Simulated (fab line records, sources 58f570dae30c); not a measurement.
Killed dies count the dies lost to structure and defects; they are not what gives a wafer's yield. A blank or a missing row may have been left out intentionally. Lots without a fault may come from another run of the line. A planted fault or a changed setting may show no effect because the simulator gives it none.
fab line records    flow berkeley-cmos170
[record] lots = 5  wafers = 27
route steps=331 shown V2@306 M3@327
start-h: hours from the record's first day to the start of the lot's first wafer shown    wait-h: hours since the lot's step before    " the same as in the row above    L1.1+2: a row that stands for several wafers    - no value present, or no start provided    * or withheld: withheld    < > ~ a bound
route shown NAME@n: names a module that has steps shown in the file, with the first one's number in the route    usual: the fault-free wafers' mean and standard deviation    same: alike in all rows    chamber/n: place in a boat    sites: readings site by site    _std_site: the values' standard deviation    _edge_site: outer sites' mean less inner sites'    radius-mm: how far each site lies from the wafer's centre    mask NAME#n: copy n    behind: tool/chamber where the wafer was last shaped    hold: cause of the lot's hold/its duration in hours/its outcome    device: transistor that didn't switch, given as n, p or np    end of line: the same wafers' tests at the end of the route    a step with no rows: only its recipe    killed: count of dies lost to structure and defects at first sort (not the wafer's yield)    map: the dies of a wafer, with x for killed, . for not killed, _ for no die there
set.NAME: the setting as run; set.NAME@STEP: as run at that earlier step    model.NAME: the simulator's own value behind a step, which no gauge read
lots where settings were altered on purpose, with a table for each step and a row for each wafer
[[steps]]
[step UCB170_V2_ETCH_14]
[recipe] chemistry = CHF3/CF4/Ar  target = SiO2  stop-on = Al  CHF3_flow_sccm = 45  cf4-flow-sccm = 15  Ar_flow_sccm = 150  pressure-mtorr = 200  rf-w = 700  target-depth-a = 12500  over-etch-frac = 0.25  time-s = 291
lot.wafer  tool         chamber  start-h  wait-h  set.time-s  set.time-s@M2_SPUTTER_01  model.V2.feature-depth-nm  model.etch.depth-nm  model.Al_of_M2_SPUTTER_01.thk-nm
L075.1     rie-diel-04  3        208.82   0.0     136.8       166                       599.5                      -                    1240
L075.2     "            2        "        "       136.8       166                       581.6                      -                    1233
L075.3     "            0        "        "       291         120                       998.8                      998.8                906.8
L075.4     "            1        "        "       291         166                       997.5                      -                    1242
L075.5     "            2        "        "       136.8       120                       582.6                      582.6                893.6
L075.6     "            1        "        "       291         120                       999.9                      999.8                888.7
L077.1     rie-diel-02  3        221.21   0.0     391.3       120                       1009                       998.8                884
L077.2     "            0        "        "       291         120                       998.9                      998.9                882.7
L077.3     "            2        "        "       291         62.48                     999.3                      -                    461.4
L077.4     "            1        "        "       291         62.48                     997.4                      -                    460.5
L077.5     "            1        "        "       391.3       62.48                     1011                       -                    454.2
L077.6     "            0        "        "       391.3       120                       1010                       999.5                873.1
L079.1     rie-diel-01  2        224.23   0.0     163.3       120                       686.2                      686.2                885.2
L079.2     "            1        "        "       291         61.6                      1000                       -                    447.5
L079.3     "            3        "        "       163.3       120                       683.2                      683.2                892.6
L079.4     "            0        "        "       291         120                       1000                       999.7                896.4
L079.5     "            1        "        "       163.3       61.6                      701.1                      -                    446.7
L079.6     "            0        "        "       291         61.6                      1001                       -                    451.5
L081.1     rie-diel-02  3        239.92   0.0     361.7       120                       1009                       1002                 910.6
L081.2     "            2        "        "       361.7       158.7                     1008                       -                    1191
L081.3     "            0        "        "       291         120                       999.6                      999.6                915.6
L081.4     "            2        "        "       291         120                       1001                       1001                 913.1
L081.5     "            3        "        "       361.7       158.7                     1007                       -                    1199
L081.6     "            0        "        "       291         158.7                     1001                       -                    1206
L085.1     rie-diel-01  3        250.77   0.0     291         120                       1000                       1000                 893.5
L085.3     "            2        "        "       291         120                       1002                       1002                 895.4
L085.4     "            0        "        "       291         120                       1000                       999.8                884.1
[step UCB170_V2_STRIP_15]
[recipe] chemistry = O2  power-w = 400  pressure-mtorr = 3500  platen-temp-c = withheld  o2-flow-sccm = 400  overash-fraction = 0.5
[usual] strip-time-to-endpoint-s = 15.38/0.1
lot.wafer  tool             chamber  start-h  wait-h  set.time-s@V2_ETCH_14  strip-time-to-endpoint-s
L075.1     plasma-asher-03  1        209.00   0.1     136.8                  18.60
L075.2     "                0        "        "       136.8                  18.68
L075.3     "                1        "        "       291                    15.38
L075.4     "                0        "        "       291                    15.20
L075.5     "                1        "        "       136.8                  18.74
L075.6     "                0        "        "       291                    15.28
L077.1     plasma-asher-04  1        221.39   0.1     391.3                  13.13
L077.2     "                0        "        "       291                    15.50
L077.3     "                0        "        "       291                    15.31
L077.4     "                1        "        "       291                    15.34
L077.5     "                1        "        "       391.3                  13.16
L077.6     "                0        "        "       391.3                  13.34
L079.1     plasma-asher-03  1        224.41   0.1     163.3                  18.28
L079.2     "                0        "        "       291                    15.29
L079.3     "                1        "        "       163.3                  18.27
L079.4     "                0        "        "       291                    15.22
L079.5     "                0        "        "       163.3                  18.17
L079.6     "                1        "        "       291                    15.20
L081.1     plasma-asher-02  1        240.10   0.1     361.7                  13.73
L081.2     "                0        "        "       361.7                  13.67
L081.3     "                1        "        "       291                    15.56
L081.4     "                0        "        "       291                    15.31
L081.5     "                1        "        "       361.7                  13.69
L081.6     "                0        "        "       291                    15.56
L085.1     plasma-asher-04  1        250.98   0.1     291                    15.44
L085.3     "                0        "        "       291                    15.43
L085.4     "                1        "        "       291                    15.27
[step UCB170_V2_CD_MEAS_90]
[recipe] target-cd-nm = 700
[usual] cd-nm = 699.4/1.7
lot.wafer  tool       chamber  start-h  wait-h  set.time-s@V2_ETCH_14  cd-nm
L075.1     cd-sem-02  -        209.10   0.1     136.8                  695.5
L075.2     "          -        "        "       136.8                  693.1
L075.3     "          -        "        "       291                    699.8
L075.4     "          -        "        "       291                    699.4
L075.5     "          -        "        "       136.8                  694.5
L075.6     "          -        "        "       291                    700.9
L077.1     cd-sem-02  -        221.49   0.1     391.3                  703.1
L077.2     "          -        "        "       291                    698.8
L077.3     "          -        "        "       291                    700.3
L077.4     "          -        "        "       291                    699.9
L077.5     "          -        "        "       391.3                  704.7
L077.6     "          -        "        "       391.3                  702.1
L079.1     cd-sem-01  -        224.51   0.1     163.3                  695.6
L079.2     "          -        "        "       291                    698.9
L079.3     "          -        "        "       163.3                  693.2
L079.4     "          -        "        "       291                    698.3
L079.5     "          -        "        "       163.3                  693.3
L079.6     "          -        "        "       291                    698.3
L081.1     cd-sem-01  -        240.20   0.1     361.7                  703.6
L081.2     "          -        "        "       361.7                  700.7
L081.3     "          -        "        "       291                    698.8
L081.4     "          -        "        "       291                    699.2
L081.5     "          -        "        "       361.7                  702.7
L081.6     "          -        "        "       291                    699.5
L085.1     cd-sem-02  -        251.10   0.1     291                    696.9
L085.3     "          -        "        "       291                    699.6
L085.4     "          -        "        "       291                    696.6
[step UCB170_M3_METAL_ETCH_18]
[recipe] chemistry = Cl2/BCl3  target = Al  stop-on = SiO2  pressure-mtorr = 12  target-depth-a = 11700  over-etch-frac = 0.3  time-s = 195  icp-w = 600  bias-w = 120  Cl2_flow_sccm = 90  bcl3-flow-sccm = 45
[usual] oes-product-au = 0.860/0.01
lot.wafer  tool          chamber  start-h  wait-h  set.target-depth-a  oes-product-au  model.M3.feature-depth-nm  model.etch.depth-nm  model.KrF_of_M3_COAT_10.thk-nm
L075.1     rie-metal-02  1        211.35   -       11700               0.855           953.7                      -                    217.5
L075.2     "             0        "        "       11700               0.834           926                        -                    215.2
L075.3     "             0        "        "       4740                0.982           467.9                      467.9                613.7
L075.4     "             1        "        "       4740                1.011           470.3                      -                    613.1
L075.5     "             1        "        "       4740                1.003           467.8                      467.8                614.7
L075.6     "             0        "        "       11700               0.849           950.3                      894.8                221.9
L077.1     rie-metal-01  0        224.52   -       11700               0.864           968.4                      910                  189.1
L077.2     "             1        "        "       11700               0.876           965.8                      909                  215.1
L077.3     "             1        "        "       11700               0.864           948                        -                    219.2
L077.4     "             0        "        "       6012                1.020           617                        -                    532.4
L077.5     "             0        "        "       6012                1.018           620                        -                    527.8
L077.6     "             1        "        "       6012                1.009           597.6                      597.6                544.7
L079.1     rie-metal-04  0        227.87   -       11700               0.845           955.9                      899.2                210.2
L079.2     "             1        "        "       15590               0.730           978.5                      -                    14.12
L079.3     "             1        "        "       15590               0.733           974.8                      897.1                6.193
L079.4     "             0        "        "       15590               0.735           998.7                      920.5                0
L079.5     "             0        "        "       11700               0.844           956                        -                    213.1
L079.6     "             1        "        "       11700               0.859           960.2                      -                    225.9
L081.1     rie-metal-04  1        245.13   -       11700               0.847           951.4                      895.5                224.3
L081.2     "             0        "        "       11700               0.855           965.9                      -                    211.7
L081.3     "             0        "        "       11700               0.848           948.2                      891.6                211.1
L081.4     "             1        "        "       11700               0.847           947.1                      891.6                225.3
L081.5     "             0        "        "       11700               0.847           951.2                      -                    214.2
L081.6     "             1        "        "       11700               0.856           963.2                      -                    223.1
L085.1     rie-metal-01  0        254.37   -       11700               0.857           954.6                      896.1                187.4
L085.3     "             0        "        "       11700               0.861           950.1                      891.7                192
L085.4     "             1        "        "       11700               0.879           962.8                      905.5                208.7
[step UCB170_M3_STRIP_19]
[recipe] chemistry = O2  power-w = 400  pressure-mtorr = 3500  platen-temp-c = withheld  o2-flow-sccm = 400  overash-fraction = 0.5
[usual] oes-product-au = 0.541/0.014
lot.wafer  tool             chamber  start-h  wait-h  set.target-depth-a@M3_METAL_ETCH_18  oes-product-au
L075.1     plasma-asher-02  1        211.54   0.1     11700                                0.545
L075.2     "                0        "        "       11700                                0.542
L075.3     "                1        "        "       4740                                 0.721
L075.4     "                0        "        "       4740                                 0.725
L075.5     "                1        "        "       4740                                 0.722
L075.6     "                0        "        "       11700                                0.550
L077.1     plasma-asher-01  1        224.70   0.1     11700                                0.519
L077.2     "                0        "        "       11700                                0.553
L077.3     "                0        "        "       11700                                0.557
L077.4     "                1        "        "       6012                                 0.720
L077.5     "                0        "        "       6012                                 0.731
L077.6     "                1        "        "       6012                                 0.718
L079.1     plasma-asher-02  1        228.05   0.1     11700                                0.547
L079.2     "                0        "        "       15590                                0.328
L079.3     "                1        "        "       15590                                0.314
L079.4     "                0        "        "       15590                                0.307
L079.5     "                0        "        "       11700                                0.546
L079.6     "                1        "        "       11700                                0.564
L081.1     plasma-asher-01  1        245.31   0.1     11700                                0.559
L081.2     "                0        "        "       11700                                0.545
L081.3     "                1        "        "       11700                                0.549
L081.4     "                0        "        "       11700                                0.554
L081.5     "                0        "        "       11700                                0.554
L081.6     "                1        "        "       11700                                0.562
L085.1     plasma-asher-02  0        254.56   0.1     11700                                0.524
L085.3     "                0        "        "       11700                                0.517
L085.4     "                1        "        "       11700                                0.538
[step UCB170_M3_CD_MEAS_90]
[recipe] target-cd-nm = 700
[usual] cd-nm = 701/3.8
lot.wafer  tool       chamber  start-h  wait-h  set.target-depth-a@M3_METAL_ETCH_18  cd-nm
L075.1     cd-sem-01  -        211.64   0.1     11700                                700
L075.2     "          -        "        "       11700                                709
L075.3     "          -        "        "       4740                                 734
L075.4     "          -        "        "       4740                                 729
L075.5     "          -        "        "       4740                                 729
L075.6     "          -        "        "       11700                                705
L077.1     cd-sem-02  -        224.80   0.1     11700                                698
L077.2     "          -        "        "       11700                                699
L077.3     "          -        "        "       11700                                699
L077.4     "          -        "        "       6012                                 724
L077.5     "          -        "        "       6012                                 723
L077.6     "          -        "        "       6012                                 721
L079.1     cd-sem-02  -        228.15   0.1     11700                                705
L079.2     "          -        "        "       15590                                693
L079.3     "          -        "        "       15590                                691
L079.4     "          -        "        "       15590                                693
L079.5     "          -        "        "       11700                                705
L079.6     "          -        "        "       11700                                708
L081.1     cd-sem-01  -        245.41   0.1     11700                                704
L081.2     "          -        "        "       11700                                707
L081.3     "          -        "        "       11700                                702
L081.4     "          -        "        "       11700                                701
L081.5     "          -        "        "       11700                                704
L081.6     "          -        "        "       11700                                701
L085.1     cd-sem-01  -        254.66   0.1     11700                                703
L085.3     "          -        "        "       11700                                702
L085.4     "          -        "        "       11700                                701
[step UCB170_M3_PROBE_99]
lot.wafer   tool       chamber  start-h  wait-h  set.time-s@SPACER_CVD_00  model.etest.pldd.line-ohm-um  model.etest.nldd.line-ohm-um  model.etest.pldd.rs-ohm-sq  model.etest.nldd.rs-ohm-sq  model.etest.nplus-sal.width-nm  model.etest.pplus-sal.width-nm
L075.1      prober-01  -        211.88   0.1     47                        1552                          1121                          1117                        793                         804                             801.6
L075.2+3+5  prober-01  -        211.93   0.1     24.52                     -                             -                             -                           -                           -                               -
L075.4      prober-01  -        212.03   0.2     47                        1585                          1105                          1119                        784                         783.5                           782.4
L075.6      prober-01  -        212.13   0.2     47                        1574                          1112                          1107                        780                         778.3                           772.9
L077.1      prober-02  -        225.04   0.1     20.65                     9.631                         9.606                         3.756                       3.681                       873.7                           874.5
L077.2      prober-02  -        225.09   0.1     47                        2668                          1841                          1124                        776.4                       560.3                           562.1
L077.3      prober-02  -        225.14   0.2     20.65                     11.65                         11.44                         4.628                       4.52                        873.6                           877.2
L077.4      prober-02  -        225.19   0.2     47                        2661                          1882                          1135                        780.9                       554.8                           557.7
L077.5      prober-02  -        225.24   0.2     47                        2713                          1886                          1116                        779.5                       521.8                           518
L077.6      prober-02  -        225.29   0.2     20.65                     11.51                         11.32                         4.654                       4.572                       879.3                           875.1
L079.1      prober-01  -        228.39   0.1     36.98                     182.6                         479.8                         137.9                       363.6                       867.4                           865.1
L079.2      prober-01  -        228.44   0.1     36.98                     187.9                         550                           143.9                       407.1                       870.9                           865.5
L079.3      prober-01  -        228.49   0.2     47                        1504                          1023                          1131                        786.5                       813.9                           817.7
L079.4      prober-01  -        228.54   0.2     47                        1515                          1048                          1133                        786.3                       798.1                           791.1
L079.5      prober-01  -        228.59   0.2     47                        1477                          1024                          1133                        779.7                       821.6                           824.3
L079.6      prober-01  -        228.64   0.2     36.98                     201.3                         643.1                         154.9                       494.1                       872                             867.8
L081.1      prober-01  -        245.65   0.1     28.09                     95.85                         63.87                         67.88                       44.84                       863                             864.4
L081.2      prober-01  -        245.70   0.1     47                        1510                          1098                          1063                        775.1                       795.7                           795.9
L081.3      prober-01  -        245.75   0.2     47                        1577                          1107                          1097                        767.4                       763.8                           767.1
L081.4      prober-01  -        245.80   0.2     47                        1589                          1099                          1114                        775.2                       762.8                           758.4
L081.5      prober-01  -        245.85   0.2     28.09                     95.28                         63.3                          67.09                       44.33                       869.5                           870.5
L081.6      prober-01  -        245.90   0.2     28.09                     83.19                         56.11                         59.04                       39.83                       872.5                           869.5
L085.1      prober-02  -        254.90   0.1     47                        1733                          1214                          1105                        771.4                       735.8                           739.5
L085.3      prober-02  -        255.00   0.2     47                        1786                          1246                          1120                        773.5                       729.2                           727.3
L085.4      prober-02  -        255.05   0.2     47                        1722                          1211                          1087                        767.4                       735.7                           727.5
// killed by level:class
L085.1 SILICIDE:geometric-particle:short=1 M3:geometric-particle:open=1
L085.3 SPACER:geometric-particle:open=1 SILICIDE:geometric-particle:open=1 CONTACT:geometric-particle:open=1 V1:geometric-particle:open=1 V2:geometric-particle:open=1 M3:geometric-particle:short=1
L085.4
[[key]]
[split] step = UCB170_V2_ETCH_14  setting = time-s  stated = 291  by = wafer
[response] step = UCB170_V2_ETCH_14  reading = model.V2.feature-depth-nm  shape = bent  at-lowest = 587.9  at-stated = 999.8  at-highest = 1010
[response] step = UCB170_V2_ETCH_14  reading = model.etch.depth-nm  change = +5.52  per = 1%  r = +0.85
[response] step = UCB170_V2_STRIP_15  reading = strip-time-to-endpoint-s  change = *  per = 1%  r = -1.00
[response] step = UCB170_V2_CD_MEAS_90  reading = cd-nm  change = +0.107  per = 1%  r = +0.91
[split] step = UCB170_M3_METAL_ETCH_18  setting = target-depth-a  stated = 11700  by = wafer
[response] step = UCB170_M3_METAL_ETCH_18  reading = oes-product-au  change = -0.00288  per = 1%  r = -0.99
[response] step = UCB170_M3_METAL_ETCH_18  reading = model.M3.feature-depth-nm  change = +6.58  per = 1%  r = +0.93
[response] step = UCB170_M3_METAL_ETCH_18  reading = model.etch.depth-nm  change = +5.83  per = 1%  r = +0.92
[response] step = UCB170_M3_METAL_ETCH_18  reading = model.KrF_of_M3_COAT_10.thk-nm  change = -6.62  per = 1%  r = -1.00
[response] step = UCB170_M3_STRIP_19  reading = oes-product-au  shape = bent  at-lowest = 0.722  at-stated = 0.546  at-highest = 0.316
[response] step = UCB170_M3_CD_MEAS_90  reading = cd-nm  change = -0.455  per = 1%  r = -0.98
split outside-this-file step=UCB170_SPACER_CVD_00 setting=time-s
split outside-this-file step=UCB170_M2_SPUTTER_01 setting=time-s
// split outside-this-file: this setting was split too, and the file shows its column; the key of that split is in another file
